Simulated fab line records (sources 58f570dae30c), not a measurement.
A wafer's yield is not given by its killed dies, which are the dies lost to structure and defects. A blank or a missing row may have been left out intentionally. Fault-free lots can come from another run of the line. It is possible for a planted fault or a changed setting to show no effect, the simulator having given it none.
Split-lot study    flow berkeleyCmos170    5 lots, 27 wafers read, on a route of 331 steps

== ABOUT THE SPLIT ==
At UCB170_START_OXIDATION_02 (target thk 20 nm, ox time 1800 s), the setting oxTimeS was moved away from the recipe's 1800 s on 18 of the 27 wafers read, by +15.2% to +48.4%. All remaining wafers had this setting at the recipe value.

Between the split and the reading, the file records no step.

== THE READING ==
START_OXIDE_THK in nanometres, read at UCB170_START_THK_MEAS_03. Fault-free wafers of this fab line usually give 19.9 nm, standard deviation 0.45 nm.

wafer   tool, chamber at the split  oxTimeS as run, s  against the recipe  START_OXIDE_THK, nm  against lot-mates on the recipe
L075.1  -, -                        2672               +48.4%              25.1                 no lot-mate on the recipe
L075.2  -, -                        2672               +48.4%              24.7                 no lot-mate on the recipe
L075.3  -, -                        2672               +48.4%              24.6                 no lot-mate on the recipe
L075.4  -, -                        2672               +48.4%              24.5                 no lot-mate on the recipe
L075.5  -, -                        2672               +48.4%              24.8                 no lot-mate on the recipe
L075.6  -, -                        2672               +48.4%              24.4                 no lot-mate on the recipe
L076.1  -, -                        2074               +15.2%              22.4                 no lot-mate on the recipe
L076.2  -, -                        2074               +15.2%              22.5                 no lot-mate on the recipe
L076.3  -, -                        2074               +15.2%              22.4                 no lot-mate on the recipe
L076.4  -, -                        2074               +15.2%              22.3                 no lot-mate on the recipe
L076.5  -, -                        2074               +15.2%              22.2                 no lot-mate on the recipe
L076.6  -, -                        2074               +15.2%              22.5                 no lot-mate on the recipe
L077.1  -, -                        1800               recipe              20.3                 -
L077.2  -, -                        1800               recipe              20.4                 -
L077.3  -, -                        1800               recipe              20.3                 -
L077.4  -, -                        1800               recipe              20.4                 -
L077.5  -, -                        1800               recipe              20.3                 -
L077.6  -, -                        1800               recipe              20.3                 -
L081.1  furnace-01, 0               1800               recipe              19.9                 -
L081.2  furnace-01, 0               1800               recipe              19.8                 -
L081.4  furnace-01, 0               1800               recipe              19.7                 -
L085.1  -, -                        2137               +18.7%              21.9                 no lot-mate on the recipe
L085.2  -, -                        2137               +18.7%              22.3                 no lot-mate on the recipe
L085.3  -, -                        2137               +18.7%              22.3                 no lot-mate on the recipe
L085.4  -, -                        2137               +18.7%              21.8                 no lot-mate on the recipe
L085.5  -, -                        2137               +18.7%              22.1                 no lot-mate on the recipe
L085.6  -, -                        2137               +18.7%              21.9                 no lot-mate on the recipe

THE FIT
A straight line over all 27 wafers: START_OXIDE_THK changes by +0.0918 nm for each +1% of oxTimeS; r = +0.97; the points scatter about the line by 0.4 nm.
Too few moved wafers with a lot-mate on the recipe to fit a line net of each lot's own level.

== THE WHOLE CHAIN: every reading that the file lists as answering this split, in the file's order ==
step                       what it does                      reading                                                                            change (the file's fit)                 r (the file's)
UCB170_START_OXIDATION_02  target thk 20 nm, ox time 1800 s  SiO2_of_START_OXIDATION_02.thkNm (the simulator's own value, which no gauge read)  +0.0917 nm for each +1% of the setting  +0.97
UCB170_START_THK_MEAS_03                                     START_OXIDE_THK                                                                    +0.0919 for each +1% of the setting     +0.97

== THE FILE'S OWN FIT ==
START_OXIDE_THK changes by +0.0919 nm for each +1% of oxTimeS, r = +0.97.
